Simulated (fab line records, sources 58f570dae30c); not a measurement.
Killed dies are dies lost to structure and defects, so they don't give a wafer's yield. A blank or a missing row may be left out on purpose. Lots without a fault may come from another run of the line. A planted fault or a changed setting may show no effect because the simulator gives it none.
Which tool did it? | flow berkeley_cmos170 | 14 lots, 42 wafers sampled, at 6 steps of a route of 331

WHAT THE GAUGES READ, wafer by wafer
UCB170_V2_OVL_MEAS_13. Usual: V2_OVL -3 nm, standard deviation 5.1.
lot  | measured     | on         | V2_OVL (nm) | flag
L111 | day 7 23:47  | overlay-01 | -4 -8 -5    |
L112 | day 7 23:40  | overlay-01 | 1 -3 4      |
L110 | day 7 23:56  | overlay-01 | -9 -5 -15   |
L113 | day 8 06:43  | overlay-01 | -2 2 -5     |
L114 | day 8 06:29  | overlay-02 | -6 -2 -3    |
L118 | day 9 08:58  | overlay-02 | -8 -3 1     |
L116 | day 9 10:08  | overlay-02 | -8 -9 1     |
L115 | day 9 10:29  | overlay-01 | -3 -1 7     |
L122 | day 9 21:45  | overlay-01 | -4 -8 -2    |
L127 | day 11 04:19 | overlay-01 | -5 -11 -6   |
L131 | day 11 16:36 | overlay-01 | 0 -2 -4     |
L129 | day 11 19:08 | overlay-02 | 1 -4 0      |
L132 | day 12 06:54 | overlay-01 | 0 -14 -1    |
L133 | day 12 21:02 | overlay-02 | -2 4 11     |

UCB170_M3_CD_MEAS_90: target cd 700 nm. Usual: cd_nm 701 nm, standard deviation 3.5.
lot  | measured     | on        | cd_nm (nm)  | flag
L111 | day 8 03:48  | cd_sem-01 | 698 701 701 |
L112 | day 8 02:58  | cd_sem-01 | 701 698 703 |
L110 | day 8 03:47  | cd_sem-02 | 701 704 702 |
L113 | day 8 11:30  | cd_sem-02 | 708 704 707 |
L114 | day 8 10:45  | cd_sem-02 | 700 701 699 |
L118 | day 9 14:07  | cd_sem-02 | 705 706 696 |
L116 | day 9 15:02  | cd_sem-01 | - - -       | OFF
L115 | day 9 15:17  | cd_sem-01 | - - -       | OFF
L122 | day 10 00:44 | cd_sem-01 | 701 699 700 |
L127 | day 11 08:01 | cd_sem-01 | 702 697 698 |
L131 | day 11 20:28 | cd_sem-02 | 705 701 703 |
L129 | day 12 01:53 | cd_sem-01 | 700 700 701 |
L132 | day 12 09:43 | cd_sem-01 | 702 702 699 |
L133 | day 13 00:31 | cd_sem-01 | 703 701 705 |

UCB170_M3_BOW_MEAS_20. Usual: M3_BOW 35 um, standard deviation 6.8.
lot  | measured     | on            | M3_BOW (um) | flag
L111 | day 8 03:59  | film_metro-03 | 26 33 38    |
L112 | day 8 03:05  | film_metro-04 | 41 29 51    |
L110 | day 8 03:58  | film_metro-04 | 35 30 48    |
L113 | day 8 11:40  | film_metro-04 | 32 35 35    |
L114 | day 8 10:52  | film_metro-02 | 29 35 35    |
L118 | day 9 14:14  | film_metro-02 | 34 36 29    |
L116 | day 9 15:10  | film_metro-03 | 40 31 31    |
L115 | day 9 15:24  | film_metro-02 | 32 29 45    |
L122 | day 10 00:51 | film_metro-02 | 39 26 31    |
L127 | day 11 08:08 | film_metro-04 | 45 31 28    |
L131 | day 11 20:35 | film_metro-03 | 34 35 31    |
L129 | day 12 02:00 | film_metro-04 | 26 38 41    |
L132 | day 12 09:50 | film_metro-03 | 32 46 35    |
L133 | day 13 00:38 | film_metro-02 | 37 45 42    |

WHICH TOOL RAN EACH LOT (tool, then ch and the chambers of the sampled wafers, then the start)
lot  | UCB170_CONTACT_STRIP_19              | UCB170_M3_ETCH_17                  | UCB170_M3_METAL_ETCH_18
L111 | plasma_asher-02 ch 0,1, day 7 08:05  | rie_diel-02 ch 0,1,3, day 8 03:10  | rie_metal-03 ch 1, day 8 03:16
L112 | plasma_asher-02 ch 0,1, day 7 08:22  | rie_diel-02 ch 1,2,3, day 8 02:37  | rie_metal-02 ch 0,1, day 8 02:39
L110 | plasma_asher-01 ch 0,1, day 7 08:29  | rie_diel-04 ch 0,1,3, day 8 03:13  | rie_metal-04 ch 0, day 8 03:16
L113 | plasma_asher-01 ch 0,1, day 7 14:18  | rie_diel-02 ch 0,1,3, day 8 10:59  | rie_metal-04 ch 0, day 8 11:02
L114 | plasma_asher-03 ch 0,1, day 7 14:27  | rie_diel-04 ch 1,2,3, day 8 10:11  | rie_metal-03 ch 1, day 8 10:22
L118 | plasma_asher-02 ch 0,1, day 8 18:11  | rie_diel-02 ch 0,1, day 9 13:47    | rie_metal-02 ch 0,1, day 9 13:50
L116 | plasma_asher-01 ch 0,1, day 8 18:37  | rie_diel-01 ch 1,2, day 9 14:41    | rie_metal-03 ch 0,1, day 9 14:44
L115 | plasma_asher-03 ch 0,1, day 8 18:56  | rie_diel-04 ch 0,3, day 9 14:57    | rie_metal-02 ch 0,1, day 9 14:59
L122 | plasma_asher-02 ch 0,1, day 9 07:02  | rie_diel-02 ch 0,2,3, day 10 00:20 | rie_metal-04 ch 0,1, day 10 00:27
L127 | plasma_asher-03 ch 1, day 10 11:43   | rie_diel-01 ch 1,3, day 11 07:36   | rie_metal-02 ch 0,1, day 11 07:38
L131 | plasma_asher-03 ch 0,1, day 11 01:25 | rie_diel-04 ch 0,2,3, day 11 20:08 | rie_metal-03 ch 0,1, day 11 20:11
L129 | plasma_asher-01 ch 0,1, day 11 04:16 | rie_diel-01 ch 0,3, day 12 01:32   | rie_metal-03 ch 0,1, day 12 01:34
L132 | plasma_asher-01 ch 0,1, day 11 14:15 | rie_diel-04 ch 1,2, day 12 09:23   | rie_metal-03 ch 0,1, day 12 09:26
L133 | plasma_asher-01 ch 0,1, day 12 05:38 | rie_diel-04 ch 1,2,3, day 12 23:59 | rie_metal-04 ch 0, day 13 00:02
- UCB170_CONTACT_STRIP_19: strips in O2.
- UCB170_M3_ETCH_17: etches BARC in N2/H2.
- UCB170_M3_METAL_ETCH_18: etches Al in Cl2/BCl3, stops on SiO2, target depth 1170 nm, time 195 s.

WHAT THE TOOLS THEMSELVES READ (means of the sampled wafers that have a number; where no wafer has one, the mark that the record gives instead)
UCB170_CONTACT_STRIP_19. Usual: drypump_motor_current_A 6.1 A, standard deviation 0.38; oes_product_au 0.725 a.u., standard deviation 0.0046.
lot  | tool            | drypump_motor_current_A (A) | oes_product_au (a.u.) | flag
L111 | plasma_asher-02 | 6.4                         | 0.728                 |
L112 | plasma_asher-02 | 6.1                         | 0.727                 |
L110 | plasma_asher-01 | 6.2                         | 0.731                 |
L113 | plasma_asher-01 | 6.2                         | 0.724                 |
L114 | plasma_asher-03 | 5.8                         | 0.723                 |
L118 | plasma_asher-02 | 6.4                         | 0.724                 |
L116 | plasma_asher-01 | 6.1                         | 0.728                 |
L115 | plasma_asher-03 | 6.2                         | 0.725                 |
L122 | plasma_asher-02 | 6.1                         | 0.721                 |
L127 | plasma_asher-03 | 6.6                         | 0.724                 |
L131 | plasma_asher-03 | 5.8                         | 0.723                 |
L129 | plasma_asher-01 | 6.2                         | 0.722                 |
L132 | plasma_asher-01 | 6.1                         | 0.725                 |
L133 | plasma_asher-01 | 6.2                         | 0.725                 |

UCB170_M3_ETCH_17. Usual: bias_w 100.0 W, standard deviation 0.31; chamber_pressure_mTorr 30.001 mTorr, standard deviation 0.025; drypump_motor_current_A 5.9 A, standard deviation 0.58; h2_flow_sccm 200.0 sccm, standard deviation 0.57; oes_product_au 0.998 a.u., standard deviation 0.016; throttle_valve_pct 13.27 %, standard deviation 0.1.
lot  | tool        | bias_w (W) | chamber_pressure_mTorr (mTorr) | drypump_motor_current_A (A) | h2_flow_sccm (sccm) | oes_product_au (a.u.) | throttle_valve_pct (%) | flag
L111 | rie_diel-02 | 99.9       | 29.979                         | 5.6                         | 199.9               | 1.008                 | 13.27                  |
L112 | rie_diel-02 | 100.4      | 30.013                         | 5.6                         | 199.4               | 1.006                 | 13.23                  |
L110 | rie_diel-04 | 100.0      | 30.010                         | 6.4                         | 200.1               | 0.988                 | 13.23                  |
L113 | rie_diel-02 | 100.3      | 30.010                         | 5.5                         | 199.6               | 1.008                 | 13.26                  |
L114 | rie_diel-04 | 100.0      | 29.998                         | 6.5                         | 200.1               | 0.985                 | 13.28                  |
L118 | rie_diel-02 | 100.3      | 30.015                         | 6.0                         | 199.7               | 1.001                 | 13.39                  |
L116 | rie_diel-01 | -          | -                              | -                           | -                   | -                     | -                      | OFF
L115 | rie_diel-04 | -          | -                              | -                           | -                   | -                     | -                      | OFF
L122 | rie_diel-02 | 99.8       | 30.010                         | 5.2                         | 200.0               | 0.998                 | 13.22                  |
L127 | rie_diel-01 | 99.8       | 29.998                         | 5.8                         | 199.7               | 1.017                 | 13.31                  |
L131 | rie_diel-04 | 99.9       | 30.013                         | 6.2                         | 200.2               | 0.993                 | 13.29                  |
L129 | rie_diel-01 | 100.0      | 30.001                         | 5.8                         | 199.6               | 1.017                 | 13.31                  |
L132 | rie_diel-04 | 100.2      | 29.992                         | 6.4                         | 199.4               | 0.980                 | 13.32                  |
L133 | rie_diel-04 | 100.5      | 29.994                         | 6.6                         | 200.5               | 0.987                 | 13.28                  |

UCB170_M3_METAL_ETCH_18. Usual: bcl3_flow_sccm 44.97 sccm, standard deviation 0.13; bias_w 120.0 W, standard deviation 0.37; drypump_motor_current_A 5.3 A, standard deviation 0.35; he_backside_leak_sccm 3.24 sccm, standard deviation 0.2; oes_product_au 0.855 a.u., standard deviation 0.016; throttle_valve_pct 24.67 %, standard deviation 0.12.
lot  | tool         | bcl3_flow_sccm (sccm) | bias_w (W) | drypump_motor_current_A (A) | he_backside_leak_sccm (sccm) | oes_product_au (a.u.) | throttle_valve_pct (%) | flag
L111 | rie_metal-03 | 44.96                 | 120.0      | 4.9                         | 3.56                         | 0.869                 | 24.83                  |
L112 | rie_metal-02 | 45.04                 | 120.2      | 5.4                         | 2.99                         | 0.851                 | 24.68                  |
L110 | rie_metal-04 | 45.05                 | 119.8      | 5.0                         | 2.86                         | 0.869                 | 24.68                  |
L113 | rie_metal-04 | 44.90                 | 120.2      | 5.0                         | 3.38                         | 0.872                 | 24.67                  |
L114 | rie_metal-03 | 44.78                 | 119.5      | 4.9                         | 3.58                         | 0.865                 | 24.83                  |
L118 | rie_metal-02 | 44.94                 | 120.1      | 5.5                         | 3.02                         | 0.839                 | 24.66                  |
L116 | rie_metal-03 | 44.95                 | 120.1      | 5.3                         | 3.28                         | 0.368                 | 24.93                  | OFF
L115 | rie_metal-02 | 45.06                 | 120.2      | 5.5                         | 3.05                         | 0.371                 | 24.87                  | OFF
L122 | rie_metal-04 | 44.87                 | 120.7      | 5.3                         | 3.11                         | 0.862                 | 24.57                  |
L127 | rie_metal-02 | 45.05                 | 119.9      | 5.4                         | 3.23                         | 0.848                 | 24.68                  |
L131 | rie_metal-03 | 45.03                 | 120.0      | 5.1                         | 3.28                         | 0.849                 | 24.75                  |
L129 | rie_metal-03 | 45.08                 | 120.2      | 5.3                         | 3.29                         | 0.843                 | 24.70                  |
L132 | rie_metal-03 | 44.92                 | 119.6      | 5.1                         | 3.31                         | 0.847                 | 24.76                  |
L133 | rie_metal-04 | 44.96                 | 119.8      | 5.0                         | 3.08                         | 0.870                 | 24.67                  |

THE ANSWER, worked out from the rows above alone
Rule: a lot is off if the mean of its wafers that have a number lies more than 3 standard deviations from the usual mean. A lot without any number at a reading at which 4 lots or more have one is off too. The other lots that the step has rows for count as sound. The gauges are gone through in route order, then the tools' own readings, and for those a lot's mean is taken as printed above. The first step at which some lot is off is used, and at that step the reading that is off furthest; a lot without a number counts as furthest.
Off: L116, L115, at UCB170_M3_CD_MEAS_90 (cd_nm). Without a number there: L116, L115.
A tool fits if, at a process step before that reading, it ran every lot that is off, and no sound lot after the first of them. The gauges at UCB170_M3_CD_MEAS_90 aren't tried: what is off there is off at UCB170_M3_ETCH_17 too, on other tools, and a gauge's error can't cause that. None of those tried fits.

WHAT THE SIMULATOR HAD PUT IN
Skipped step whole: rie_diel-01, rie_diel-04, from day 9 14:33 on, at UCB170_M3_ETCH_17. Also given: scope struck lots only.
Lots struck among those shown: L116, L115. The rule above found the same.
